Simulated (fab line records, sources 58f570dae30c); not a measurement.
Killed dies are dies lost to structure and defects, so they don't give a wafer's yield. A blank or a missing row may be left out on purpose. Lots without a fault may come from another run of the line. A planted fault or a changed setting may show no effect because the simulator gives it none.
fab line records | flow berkeley_cmos170 | part 2 of 2: steps 33 to 42 of 42
record lots=5 wafers=15 last_day=11
route steps=331 shown PWELL@34 WELLDRIVE@55 ACTIVE@60
lots that met no fault: from a run of the same line without faults
start_h: hours from the record's first day to the start of the lot's first wafer shown | wait_h: hours since the lot's step before | " the same as in the row above | L1.1+2: a row that stands for several wafers | - no value, or no start given | * or withheld: withheld | < > ~ a bound
route shown NAME@n: a module of which the file shows steps, and the number in the route of the first | usual: mean/standard deviation of fault-free wafers | same: alike in all rows | chamber/n: place in a boat | sites: the reading at each site | _std_site: their standard deviation | _edge_site: outer sites' mean less inner sites' | radius_mm: how far each site lies from the wafer's centre | mask NAME#n: copy n | behind: the tool/chamber that last shaped the wafer | hold: why the lot was held/for how many hours/how that ended | device: the transistor (n, p or np) that didn't switch | end of line: the same wafers' tests at the end of the route | a step without rows: its recipe alone | killed: dies lost to structure and defects at the first sort, not the wafer's yield | map: a wafer's dies, x killed, . not, _ none there
set.NAME: the setting as run; set.NAME@STEP: as run at that earlier step | model.NAME: the simulator's own value behind a step, which no gauge read
lots at some steps of the route; a table a step, a row a wafer
services: from which hour (start_h, from the record's first day; less than 0 if before it) a tool's chamber was out of use, for how many hours, and why
## steps
# step UCB170_ACTIVE_THK_MEAS_06
# recipe reads=Si3N4_of_ACTIVE_CVD_05
# usual ACTIVE_NITRIDE_THK=219.6/2
# columns lot.wafer tool chamber start_h wait_h ACTIVE_NITRIDE_THK[nm]
L075.3 film_metro-04 - 90.44 0.0 220.7
L075.4 " - " " 219.9
L075.6 " - " " 220.5
L079.2 film_metro-04 - 108.35 0.0 220.2
L079.4 " - " " 219.4
L079.6 " - " " 219.8
L083.2 film_metro-04 - 128.08 0.0 220.8
L083.3 " - " " 221.6
L083.6 " - " " 220.9
L088.4 film_metro-03 - 147.89 0.0 222.5
L088.5 " - " " 221.0
L088.6 " - " " 219.9
L094.2 film_metro-01 - 169.90 0.0 219.8
L094.3 " - " " 221.3
L094.5 " - " " 221.6
# step UCB170_ACTIVE_HMDS_07
# recipe prime_time_s=60 prime_temp_c=100
# usual resist_line_temp_C=23.00/0.11
# columns lot.wafer tool chamber start_h wait_h resist_line_temp_C
L075.3 litho_track-02 0 90.53 0.1 23.01
L075.4 " 0 " " 22.89
L075.6 " 0 " " 22.96
L079.2 litho_track-02 0 108.74 0.4 22.98
L079.4 " 0 " " 23.19
L079.6 " 0 " " 22.84
L083.2 litho_track-03 0 128.54 0.5 23.16
L083.3 " 0 " " 23.12
L083.6 " 0 " " 23.01
L088.4 litho_track-02 0 148.04 0.1 22.93
L088.5 " 0 " " 22.88
L088.6 " 0 " " 22.77
L094.2 litho_track-02 0 170.24 0.3 23.15
L094.3 " 0 " " 22.94
L094.5 " 0 " " 23.08
# step UCB170_ACTIVE_COAT_08
# recipe resist=KrF spin_rpm=1500 resist_thk_nm=900
# usual resist_line_temp_C=23.02/0.099
# columns lot.wafer tool chamber start_h wait_h resist_line_temp_C
L075.3 litho_track-02 0 90.68 0.1 22.91
L075.4 " 0 " " 22.93
L075.6 " 0 " " 22.99
L079.2 litho_track-02 0 108.89 0.1 22.96
L079.4 " 0 " " 22.81
L079.6 " 0 " " 22.80
L083.2 litho_track-03 0 128.69 0.1 23.02
L083.3 " 0 " " 22.97
L083.6 " 0 " " 23.03
L088.4 litho_track-02 0 148.19 0.1 22.97
L088.5 " 0 " " 22.97
L088.6 " 0 " " 23.01
L094.2 litho_track-02 0 170.39 0.1 22.90
L094.3 " 0 " " 22.98
L094.5 " 0 " " 23.00
# step UCB170_ACTIVE_SOFTBAKE_09
# recipe resist=KrF temp_c=130 time_s=60
# usual resist_line_temp_C=22.98/0.092
# same time_s=60
# columns lot.wafer tool chamber start_h wait_h resist_line_temp_C
L075.3 litho_track-02 0 90.83 0.1 22.81
L075.4 " 0 " " 22.94
L075.6 " 0 " " 23.01
L079.2 litho_track-02 0 109.04 0.1 22.88
L079.4 " 0 " " 22.83
L079.6 " 0 " " 22.81
L083.2 litho_track-03 0 128.84 0.1 23.05
L083.3 " 0 " " 22.98
L083.6 " 0 " " 22.95
L088.4 litho_track-02 0 148.34 0.1 22.97
L088.5 " 0 " " 23.09
L088.6 " 0 " " 23.02
L094.2 litho_track-02 0 170.54 0.1 22.89
L094.3 " 0 " " 22.96
L094.5 " 0 " " 22.97
# step UCB170_ACTIVE_EXPOSE_10
# recipe mask_id=ACTIVE target_cd_nm=1200 na=0.5 sigma_outer=0.6 source_shape=conventional dose_mj=20
# columns lot.wafer tool chamber start_h wait_h mask
L075.3+4+6 krf_scanner-02 0 91.10 0.2 ACTIVE#0
L079.2+4+6 krf_scanner-02 0 109.55 0.5 ACTIVE#0
L083.2+3+6 krf_scanner-01 0 128.99 0.1 ACTIVE#0
L088.4+5+6 krf_scanner-02 0 148.48 0.1 ACTIVE#0
L094.2+3+5 krf_scanner-02 0 170.69 0.1 ACTIVE#0
# step UCB170_ACTIVE_PEB_11
# recipe peb_temp_c=130 peb_time_s=withheld resist=KrF
# usual resist_line_temp_C=23.02/0.11
# columns lot.wafer tool chamber start_h wait_h resist_line_temp_C
L075.3 litho_track-02 0 91.22 0.1 23.11
L075.4 " 0 " " 23.04
L075.6 " 0 " " 23.11
L079.2 litho_track-03 0 110.09 0.5 23.06
L079.4 " 0 " " 23.05
L079.6 " 0 " " 22.90
L083.2 litho_track-03 0 129.44 0.4 23.05
L083.3 " 0 " " 23.09
L083.6 " 0 " " 23.00
L088.4 litho_track-03 0 149.00 0.5 23.04
L088.5 " 0 " " 22.98
L088.6 " 0 " " 22.93
L094.2 litho_track-03 0 170.85 0.1 23.04
L094.3 " 0 " " 23.05
L094.5 " 0 " " 22.91
# step UCB170_ACTIVE_DEVELOP_12
# recipe developer=TMAH develop_time_s=45 resist=KrF dev_temp_c=21
# usual resist_line_temp_C=23.01/0.11
# columns lot.wafer tool chamber start_h wait_h resist_line_temp_C
L075.3 litho_track-02 0 - - 23.02
L075.4 " 0 " " 23.19
L075.6 " 0 " " 22.95
L079.2 litho_track-03 0 - - 22.83
L079.4 " 0 " " 23.08
L079.6 " 0 " " 22.95
L083.2 litho_track-03 0 - - 23.10
L083.3 " 0 " " 22.89
L083.6 " 0 " " 22.93
L088.4 litho_track-03 0 - - 22.89
L088.5 " 0 " " 22.74
L088.6 " 0 " " 22.92
L094.2 litho_track-03 0 - - 23.02
L094.3 " 0 " " 23.06
L094.5 " 0 " " 22.94
# step UCB170_ACTIVE_CD_MEAS_13
# recipe target_cd_nm=1200
# usual cd_nm=1199.8/1.4
# columns lot.wafer tool chamber start_h wait_h cd_nm
L075.3 cd_sem-01 - 91.49 - 1200.8
L075.4 " - " " 1199.4
L075.6 " - " " 1199.8
L079.2 cd_sem-01 - 110.40 - 1201.6
L079.4 " - " " 1200.0
L079.6 " - " " 1200.7
L083.2 cd_sem-02 - 129.71 - 1199.6
L083.3 " - " " 1198.9
L083.6 " - " " 1199.5
L088.4 cd_sem-01 - 149.26 - 1200.3
L088.5 " - " " 1198.4
L088.6 " - " " 1197.1
L094.2 cd_sem-02 - 171.12 - 1203.3
L094.3 " - " " 1203.1
L094.5 " - " " 1202.7
# step UCB170_ACTIVE_OVL_MEAS_14
# usual ACTIVE_OVL=2/6.4
# columns lot.wafer tool chamber start_h wait_h ACTIVE_OVL[nm]
L075.3 overlay-01 - 91.58 0.1 10
L075.4 " - " " 12
L075.6 " - " " 9
L079.2 overlay-01 - 110.51 0.1 2
L079.4 " - " " -1
L079.6 " - " " 1
L083.2 overlay-01 - 129.82 0.1 3
L083.3 " - " " 10
L083.6 " - " " 1
L088.4 overlay-01 - 149.33 0.1 -2
L088.5 " - " " 1
L088.6 " - " " -5
L094.2 overlay-01 - 171.23 0.1 8
L094.3 " - " " -1
L094.5 " - " " 1
# step UCB170_ACTIVE_ETCH_15
# recipe chemistry=CH3F/Ar/O2 target=Si3N4 stop_on=SiO2 CH3F_flow_sccm=20 Ar_flow_sccm=50 O2_flow_sccm=7 pressure_mtorr=50 rf_w=450 target_depth_a=2420 over_etch_frac=0.1 time_s=151
# usual CH3F_flow_sccm=20.00/0.057 chamber_pressure_mTorr=50.00/0.045 drypump_motor_current_A=5.7/0.38 oes_product_au=0.943/0.014 throttle_valve_pct=8.14/0.099
# same time_s=151
# columns lot.wafer tool chamber start_h wait_h CH3F_flow_sccm chamber_pressure_mTorr drypump_motor_current_A oes_product_au rf_hours_counter_h throttle_valve_pct
L075.3 rie_diel-04 3 91.60 0.0 19.91 50.00 5.9 0.977 58 8.19
L075.4 " 0 " " 19.94 50.01 5.7 0.945 - 8.18
L075.6 " 3 " " 19.97 49.84 5.9 0.974 - 8.19
L079.2 rie_diel-01 1 110.54 0.0 19.93 50.03 5.6 0.942 16 8.15
L079.4 " 3 " " 20.06 50.06 5.0 0.961 138 7.87
L079.6 " 0 " " 19.97 49.98 6.0 0.952 - 8.09
L083.2 rie_diel-04 1 129.85 0.0 19.97 49.91 5.9 0.934 31 8.23
L083.3 " 0 " " 19.98 50.00 5.7 0.962 95 8.16
L083.6 " 1 " " 20.00 50.01 5.9 0.939 - 8.25
L088.4 rie_diel-03 3 149.35 0.0 19.96 50.04 5.5 0.941 6 8.16
L088.5 " 2 " " 19.99 49.96 5.8 0.947 - 8.17
L088.6 " 1 " " 19.98 50.03 5.7 0.926 - 8.09
L094.2 rie_diel-01 1 171.26 0.0 20.04 50.00 5.6 0.938 19 8.15
L094.3 " 0 " " 19.90 49.97 6.0 0.947 115 8.09
L094.5 " 2 " " 20.06 50.04 6.4 0.960 - 8.31
## services
# columns tool chamber start_h hours kind
furnace-02 - 32.83 4.0 pm
rie_diel-01 0 44.43 12.2 repair
rie_diel-04 3 45.36 8.3 repair
krf_scanner-02 - 53.60 0.3 repair
krf_scanner-01 - 57.14 3.4 repair
rie_diel-02 1 59.94 3.0 repair
rie_diel-02 0 60.03 10.7 repair
krf_scanner-01 - 60.54 4.0 pm
krf_scanner-01 - 64.56 0.8 pm
rie_diel-01 3 68.72 2.0 repair
rie_diel-04 1 84.70 4.6 repair
rie_diel-04 2 87.80 15.6 repair
furnace-03 - 87.84 6.3 pm
furnace-01 - 98.80 3.5 pm
furnace-04 - 113.26 3.1 pm
implanter-01 - 113.84 4.9 pm
rie_diel-03 3 122.07 18.9 repair
krf_scanner-02 - 122.45 0.8 pm
furnace-01 - 133.15 3.1 pm
rie_diel-03 1 153.25 4.5 repair
krf_scanner-01 - 157.16 1.0 pm
krf_scanner-02 - 162.39 1.0 pm
lpcvd-01 - 162.85 7.0 repair
rie_diel-01 3 171.07 14.4 repair
